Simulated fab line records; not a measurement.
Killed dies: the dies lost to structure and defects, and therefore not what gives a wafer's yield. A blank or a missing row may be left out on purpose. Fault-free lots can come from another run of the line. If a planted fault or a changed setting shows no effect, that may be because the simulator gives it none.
8D (eight disciplines) problem report, filled in by code :: flow berkeleyCmos170 :: the parts of the form that need people (team, actions taken, sign-off) are left out

== 1. WHAT IS WRONG ==
Wafers free of any fault read 220.5 nm (standard deviation 1.8) for PWELL_NITRIDE_THK at UCB170_PWELL_THK_MEAS_06, against a mean of 160.2 nm on 6 wafers of 2 lots. Measured from the usual mean, that is -33 standard deviations.
Seen first at day 5 10:01 on filmMetro-04, wafer L867.1. The record holds 27 wafers of 9 lots with a number at this step. The rule behind "out" and "out of limits": a value lying over 4 standard deviations away from the usual mean. The other wafers with a number count as sound.

== 2. WHAT IT IS; WHAT IT IS NOT ==
question: which readings at this step
is: PWELL_NITRIDE_THK
is not: -

question: which lots
is: L867, L868
is not: L856, L857, L858, L869, L870, L872, L878

question: which wafers of those lots
is: all that have a number
is not: -

question: read on which gauges
is: filmMetro-02, filmMetro-04
is not: filmMetro-01

question: when
is: from day 5 10:01
is not: up to then (9 sound wafers); but 12 sound wafers of L869, L870, L872, L878 came after

== 3. WHAT RULES OUT EACH SUSPECT ==
Counting: a tool at a process step up to the reading stays a suspect if it ran every lot that is out and no sound lot after the first of them.
- the gauge at UCB170_PWELL_THK_MEAS_06 has been ruled out. Those wafers that are out were read across 2 gauges (filmMetro-02, filmMetro-04).
- lpcvd-01 at UCB170_PWELL_CVD_05 (deposits Si3N4 from SiH2Cl2/NH3, target thk 220 nm, time 3300 s): kept. Every lot that is out went through it, starting with L867 (day 5 08:05), and after that it ran no sound lot; the last sound lot it ran before then is L858 (day 3 08:15).
After counting, what remains is lpcvd-01 at UCB170_PWELL_CVD_05.

== 4. THE CAUSE (what the simulator had put in) ==
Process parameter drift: lpcvd-01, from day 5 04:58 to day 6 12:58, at UCB170_PWELL_CVD_05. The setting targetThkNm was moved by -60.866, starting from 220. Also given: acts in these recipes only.
After counting, this tool was the only one left.

== 5. SEQUENCE OF EFFECTS, ordered by route ==
Each row: a reading where the mean over the struck wafers with a number is more than 3 standard deviations away from the usual. Scope: only readings with a usual standard deviation given in the record; hours: median across lots of the time from each lot's start at the first step in this table that gives one to its start at this step; sigmas: change in usual standard deviations.
hours: 0
step: UCB170_PWELL_THK_MEAS_06
reading: PWELL_NITRIDE_THK
usual: 220.5 nm
on struck wafers: 160.2
change: -60.3
sigmas: -33

hours: 2
step: UCB170_PWELL_ETCH_14
reading: oesProductAu
usual: 0.939 a.u.
on struck wafers: 0.786
change: -0.152
sigmas: -17
Process steps it contains:
- UCB170_PWELL_ETCH_14: etches Si3N4 in CH3F/Ar/O2, stops on SiO2, target depth 242 nm, time 151 s.
Later steps that measure or inspect, where all struck wafers having a row at the step show a number for every such reading and not one has moved that far: UCB170_PFIELD_OVL_MEAS_06, UCB170_GATE_OVL_MEAS_13.

== 6. HOW IT WOULD HAVE BEEN CAUGHT EARLIER ==
Counted from the fault's start at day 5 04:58, it took 5 hours until the first out-of-limits reading at a measuring or inspecting step in this record, taken at day 5 10:01.
The start of UCB170_PWELL_CVD_05 on lpcvd-01 came by day 5 10:01 for every one of the lots that are out (2). Holding the tool at that point would not have protected any of them.
